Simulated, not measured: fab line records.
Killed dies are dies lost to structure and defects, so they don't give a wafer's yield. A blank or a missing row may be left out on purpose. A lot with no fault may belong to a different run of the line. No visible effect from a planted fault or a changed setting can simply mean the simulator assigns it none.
Struck lot and sound lot, side by side + flow berkeley_cmos170 + 14 out of 331 route steps
Sound: these wafers, L660.3, L660.4, L660.5. Struck: wafers L651.1, L651.3, L651.5. At the end, the cause is stated.
For every step that has rows: the tool of each side, followed by ch and its chambers, followed by its first start. Under that, the readings that differ: sound wafers + struck wafers + difference of the means + sigmas: that difference in standard deviations of wafers without a fault.
alike: same words and numbers on both sides, and readings whose means sit less than 2 such deviations apart. not compared: any withheld reading, any reading some wafer has no value for, any bound like >300 that may hide the same value, and any number with overlapping values for which the record gives no deviation.
A row with sigmas, a row that says differs or no value, or rows on one side alone: a step with any of these is where the two part. Non-overlapping numbers with no deviation appear without sigmas and do not part them. A reading missing from all wafers of one side parts the sides only when that side holds two or more wafers.

first, 2 steps without rows for these wafers: UCB170_NWELL_PEB_10; UCB170_NWELL_DEVELOP_11 (develop time 45 s).
UCB170_NWELL_OVL_MEAS_12:
  sound on overlay-01 at day 6 00:26; struck on overlay-02 at day 4 15:33
  alike: NWELL_OVL
UCB170_NWELL_ETCH_13: etches Si3N4 in CH3F/Ar/O2, stops on SiO2, target depth 246.4 nm, time 154 s.
  sound on rie_diel-03 ch 0,1,3, day 6 00:27; struck on rie_diel-01 ch 1,2,3, day 4 15:35
  alike: drypump_motor_current_A, oes_product_au, throttle_valve_pct
  not compared: rf_hours_counter_h
after that, 1 step had no rows for these wafers: UCB170_NWELL_IMPLANT_14.
UCB170_NWELL_STRIP_15: strips in O2.
  sound on plasma_asher-02 ch 0,1, day 6 00:44; struck on plasma_asher-03 ch 0,1, day 4 15:50
  alike: drypump_motor_current_A, oes_product_au, strip_time_to_endpoint_s
  not compared: rf_hours_counter_h
UCB170_NWELL_TW_MEAS_16:
  sound on film_metro-01 at day 6 00:50; struck on film_metro-01 at day 4 15:58
  alike: NWELL_TW
then, 5 steps without rows for these wafers: UCB170_NWELL_CLEAN_17 (cleans in SPM, time 600 s); UCB170_NWELL_WET_ETCH_18 (etches Si3N4 in H3PO4, time 14400 s); UCB170_NWELL_WET_ETCH_19 (etches SiO2 in BOE, time 22 s); UCB170_PWELL_CLEAN_00 (cleans in SPM, time 600 s); UCB170_PWELL_CLEAN_01 (cleans in dHF, time 60 s).
UCB170_PWELL_OXIDATION_02: target thk 26.4 nm, ox time 1260 s.
  struck on furnace-04, day 5 01:21; sound on furnace-01 ch 0, day 6 08:56
  no value came back on the struck wafers for ox_temp_c (C), ox_temp_c_max, spike_tc_load_C (C); on the sound wafers ox_temp_c (C) reads 999.8 999.8 1000.1
then, 1 step without rows for these wafers: UCB170_PWELL_ANNEAL_04 (time 900 s).

WHERE THEY PART
Within this record, at UCB170_PWELL_OXIDATION_02 only.

WHY: what had been put in by the simulator
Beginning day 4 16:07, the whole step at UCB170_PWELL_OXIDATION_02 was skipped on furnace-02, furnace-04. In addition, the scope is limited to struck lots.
